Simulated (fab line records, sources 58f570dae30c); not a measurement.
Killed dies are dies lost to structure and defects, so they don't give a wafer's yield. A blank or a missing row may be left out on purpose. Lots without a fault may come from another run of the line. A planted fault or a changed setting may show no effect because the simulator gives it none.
Split-lot experiment | flow berkeley_cmos170 | 5 lots, 23 wafers read, on a route of 331 steps

THE SPLIT
At UCB170_M3_SPUTTER_01 (material Al, target thk 900 nm, time 120 s), the setting time_s was moved away from the recipe's 120 s on 11 of the 23 wafers read, by -14.1% to +9.7%. The other wafers ran this setting at the recipe's value.

FROM THE SPLIT TO THE READING: what the file shows between them, 1 step
- UCB170_M3_RS_MEAS_02: measures by four-point-probe

THE READING
M3_AL_THK, in nm, at UCB170_M3_THK_MEAS_03 (measures by xrf). Fault-free wafers of this fab line usually give 905 nm, standard deviation 9.1 nm.

wafer  | tool, chamber at the split | time_s as run, s | against the recipe | M3_AL_THK, nm | against lot-mates on the recipe
L075.2 | pvd_sputter-04, -          | 120              | recipe             | 921           | -
L075.3 | pvd_sputter-04, -          | 103.1            | -14.1%             | 782           | -137
L075.4 | pvd_sputter-04, -          | 103.1            | -14.1%             | 783           | -136
L075.5 | pvd_sputter-04, -          | 120              | recipe             | 917           | -
L075.6 | pvd_sputter-04, -          | 103.1            | -14.1%             | 796           | -123
L080.2 | pvd_sputter-04, -          | 131.7            | +9.7%              | 992           | +88
L080.3 | pvd_sputter-04, -          | 131.7            | +9.7%              | 994           | +90
L080.4 | pvd_sputter-04, -          | 120              | recipe             | 902           | -
L080.5 | pvd_sputter-04, -          | 120              | recipe             | 905           | -
L080.6 | pvd_sputter-04, -          | 131.7            | +9.7%              | 984           | +80
L081.1 | pvd_sputter-01, -          | 120              | recipe             | 896           | -
L081.2 | pvd_sputter-01, -          | 109.7            | -8.6%              | 827           | -71
L081.3 | pvd_sputter-01, -          | 120              | recipe             | 897           | -
L081.4 | pvd_sputter-01, -          | 120              | recipe             | 901           | -
L081.5 | pvd_sputter-01, -          | 109.7            | -8.6%              | 820           | -78
L084.1 | pvd_sputter-04, -          | 120              | recipe             | 912           | -
L084.4 | pvd_sputter-04, -          | 120              | recipe             | 914           | -
L084.5 | pvd_sputter-04, -          | 120              | recipe             | 908           | -
L085.1 | pvd_sputter-04, -          | 107.1            | -10.8%             | 811           | -98
L085.2 | pvd_sputter-04, -          | 120              | recipe             | 908           | -
L085.3 | pvd_sputter-04, -          | 107.1            | -10.8%             | 821           | -88
L085.4 | pvd_sputter-04, -          | 120              | recipe             | 909           | -
L085.6 | pvd_sputter-04, -          | 107.1            | -10.8%             | 810           | -98

THE FIT
A straight line over all 23 wafers: M3_AL_THK changes by +8.66 nm for each +1% of time_s; r = +0.99; the points scatter about the line by 7.3 nm.
The same after taking each lot's own level away (the mean of its wafers on the recipe; 23 wafers): +9.04 nm for each +1%; r = +1.00; scatter 4.6 nm.
On that fit, the largest move of time_s shifts the reading by 1.3e+02 nm.
The lots' own levels span 898.0 to 919.0 nm, that is 2.3 times the standard deviation above.
So the lot-to-lot level changes the slope little: the two slopes agree.
Check: with one of the wafers moved furthest among these (-14.1%) left out of the fit, the line predicts -126 nm for it against its lot-mates. It came out at -137 nm against them.

OTHER SPLITS ON THESE WAFERS
These wafers also went through other splits before the reading. Each is held against what the fit with the lots' levels taken away leaves over:
other split on the same wafers  | wafers away from the commonest value | r with M3_AL_THK (lot level and that fit taken away)
UCB170_CONTACT_CVD_01 time_s    | 18                                   | -0.12
UCB170_CONTACT_COAT_04 spin_rpm | 12                                   | +0.33
UCB170_V1_PEB_10 peb_temp_c     | 10                                   | -0.06
UCB170_M2_METAL_ETCH_18 icp_w   | 9                                    | +0.42
UCB170_V2_PEB_10 peb_temp_c     | 7                                    | -0.01

THE WHOLE CHAIN: every reading that the file lists as answering this split, in the file's order
step                  | what it does                               | reading                                                                     | change (the file's fit)               | r (the file's)
UCB170_M3_SPUTTER_01  | material Al, target thk 900 nm, time 120 s | Al_of_M3_SPUTTER_01.thk_nm (the simulator's own value, which no gauge read) | +9.13 nm for each +1% of the setting  | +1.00
UCB170_M3_RS_MEAS_02  | measures by four-point-probe               | M3_AL_RS                                                                    | -0.000358 for each +1% of the setting | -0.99
UCB170_M3_THK_MEAS_03 | measures by xrf                            | M3_AL_THK                                                                   | +9.03 for each +1% of the setting     | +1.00

THE FILE'S OWN FIT
M3_AL_THK changes by +9.03 nm for each +1% of time_s, r = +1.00.
